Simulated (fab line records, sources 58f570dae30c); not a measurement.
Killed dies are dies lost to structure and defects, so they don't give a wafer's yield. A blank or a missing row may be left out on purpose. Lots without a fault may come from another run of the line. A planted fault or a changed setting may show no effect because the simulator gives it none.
Tool commonality check | flow berkeley_cmos170 | 14 lots, 42 wafers sampled

WHY IT WAS OPENED
At UCB170_V1_CD_MEAS_12 the reading cd_nm is flagged on 2 of 14 lots. Wafers without a fault read 700.3 nm, standard deviation 1.6.
Rule: a lot is flagged when every wafer of it that has a number lies more than 4 standard deviations from that mean, or none has a number. The other lots count as sound.

lot  | measured     | on        | cd_nm (nm), wafer by wafer | flag
L588 | day 8 04:24  | cd_sem-02 | 698.4 698.7 699.2          |
L591 | day 8 13:23  | cd_sem-02 | 697.9 696.5 696.8          |
L590 | day 8 13:57  | cd_sem-01 | 698.8 698.7 699.7          |
L592 | day 8 20:45  | cd_sem-02 | 700.7 701.3 701.3          |
L597 | day 9 06:16  | cd_sem-02 | 701.0 703.1 701.6          |
L594 | day 9 06:27  | cd_sem-01 | 700.6 701.6 701.5          |
L600 | day 9 17:56  | cd_sem-02 | 730.4 731.5 730.9          | FLAGGED
L598 | day 9 18:22  | cd_sem-02 | 727.5 730.1 729.3          | FLAGGED
L602 | day 10 18:51 | cd_sem-02 | 700.9 701.7 701.3          |
L605 | day 10 21:02 | cd_sem-01 | 701.3 701.6 700.3          |
L607 | day 11 15:28 | cd_sem-01 | 700.4 701.2 701.5          |
L608 | day 11 15:41 | cd_sem-02 | 697.8 701.0 700.2          |
L606 | day 11 16:05 | cd_sem-01 | 699.8 700.7 699.4          |
L610 | day 11 22:54 | cd_sem-02 | 699.3 698.8 699.3          |
The numbers of the flagged lots are 730.0 nm on average: +29.7 nm against the usual, or +19 standard deviations.

WHICH TOOL RAN EACH LOT
The record holds 3 process steps before the reading, out of a route of 331 steps. In each cell: the tool, then ch and the chambers that the sampled wafers went through, then the start.
lot  | flag    | UCB170_GATE_ETCH_14                | UCB170_V1_CVD_00               | UCB170_V1_SOFTBAKE_08
L588 |         | rie_diel-04 ch 0,3, day 6 19:58    | pecvd-01 ch 1, day 8 00:42     | litho_track-03 ch 0, day 8 03:32
L591 |         | rie_diel-03 ch 2,3, day 7 03:56    | pecvd-03 ch 0,1,2, day 8 11:03 | litho_track-02 ch 0, day 8 12:52
L590 |         | rie_diel-01 ch 0,2,3, day 7 04:13  | pecvd-01 ch 0,1,2, day 8 10:58 | litho_track-01 ch 0, day 8 13:03
L592 |         | rie_diel-04 ch 0,1,2, day 7 14:08  | pecvd-03 ch 1,2, day 8 17:24   | litho_track-01 ch 0, day 8 19:36
L597 |         | rie_diel-04 ch 1,2,3, day 7 20:38  | pecvd-03 ch 0,1, day 9 04:07   | litho_track-01 ch 0, day 9 05:19
L594 |         | rie_diel-03 ch 0,1,2, day 7 19:55  | pecvd-02 ch 0,1, day 9 04:07   | litho_track-03 ch 0, day 9 05:19
L600 | FLAGGED | rie_diel-01 ch 0,2,3, day 8 09:49  | pecvd-03 ch 0,1, day 9 16:02   | litho_track-01 ch 0, day 9 17:16
L598 | FLAGGED | rie_diel-03 ch 0,2,3, day 8 09:32  | pecvd-02 ch 0,1,2, day 9 16:02 | litho_track-01 ch 0, day 9 17:42
L602 |         | rie_diel-03 ch 0,1,3, day 9 08:11  | pecvd-01 ch 1, day 10 15:10    | litho_track-02 ch 0, day 10 18:10
L605 |         | rie_diel-04 ch 1,3, day 9 08:50    | pecvd-03 ch 0,1, day 10 18:07  | litho_track-02 ch 0, day 10 20:20
L607 |         | rie_diel-04 ch 0,1,2, day 10 04:54 | pecvd-01 ch 1,2, day 11 13:37  | litho_track-02 ch 0, day 11 14:49
L608 |         | rie_diel-03 ch 0,1,3, day 10 04:32 | pecvd-03 ch 0,1, day 11 13:37  | litho_track-03 ch 0, day 11 15:02
L606 |         | rie_diel-04 ch 0,1,2, day 10 04:18 | pecvd-03 ch 1,2, day 11 13:46  | litho_track-02 ch 0, day 11 15:17
L610 |         | rie_diel-04 ch 0,1,2, day 10 15:17 | pecvd-01 ch 0,2, day 11 20:45  | litho_track-03 ch 0, day 11 22:14
What these steps do:
- UCB170_GATE_ETCH_14: etches BARC in N2/H2.
- UCB170_V1_CVD_00: deposits SiO2 from TEOS/O2, target thk 2000 nm, time 250 s.
- UCB170_V1_SOFTBAKE_08: time 60 s.
- UCB170_V1_CD_MEAS_12: target cd 700 nm.

FLAGGED OVER TOTAL, TOOL BY TOOL (the gauges that took the reading come last)
step                  | tool           | lots run | flagged | share of the flagged lots | sound lots run after its first flagged lot
UCB170_GATE_ETCH_14   | rie_diel-01    | 2        | 1       | some                      | 0
UCB170_GATE_ETCH_14   | rie_diel-03    | 5        | 1       | some                      | 2 (L602,L608)
UCB170_GATE_ETCH_14   | rie_diel-04    | 7        | 0       | none                      | -
UCB170_V1_CVD_00      | pecvd-01       | 5        | 0       | none                      | -
UCB170_V1_CVD_00      | pecvd-02       | 2        | 1       | some                      | 0
UCB170_V1_CVD_00      | pecvd-03       | 7        | 1       | some                      | 3 (L605,L608,L606)
UCB170_V1_SOFTBAKE_08 | litho_track-01 | 5        | 2       | all                       | 0
UCB170_V1_SOFTBAKE_08 | litho_track-02 | 5        | 0       | none                      | -
UCB170_V1_SOFTBAKE_08 | litho_track-03 | 4        | 0       | none                      | -
UCB170_V1_CD_MEAS_12  | cd_sem-01      | 5        | 0       | none                      | -
UCB170_V1_CD_MEAS_12  | cd_sem-02      | 9        | 2       | all                       | 3 (L602,L608,L610)

WHAT THE TABLE ALLOWS
2 rows of the table ran every flagged lot: litho_track-01 at UCB170_V1_SOFTBAKE_08, cd_sem-02 at UCB170_V1_CD_MEAS_12.
- litho_track-01 at UCB170_V1_SOFTBAKE_08: 2 of its 5 lots flagged. Its last sound lot is L597 (day 9 05:19), its first flagged lot L600 (day 9 17:16): a fault that began between those two fits. Its own readings lie more than 4 standard deviations out on every wafer of the flagged lots: heater_power_total_W, plate_temp_C.
- cd_sem-02 at UCB170_V1_CD_MEAS_12: 2 of its 9 lots flagged. Sound lots ran on it after the first flagged one (L602, L608, L610), which a lasting fault on the whole tool wouldn't allow.
One tool is left: litho_track-01 at UCB170_V1_SOFTBAKE_08.

WHAT THE SIMULATOR HAD PUT IN
Process parameter drift: litho_track-01, from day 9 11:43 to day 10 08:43, at UCB170_V1_SOFTBAKE_08. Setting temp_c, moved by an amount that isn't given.
Lots struck among those shown: L600, L598. The rule above found the same.
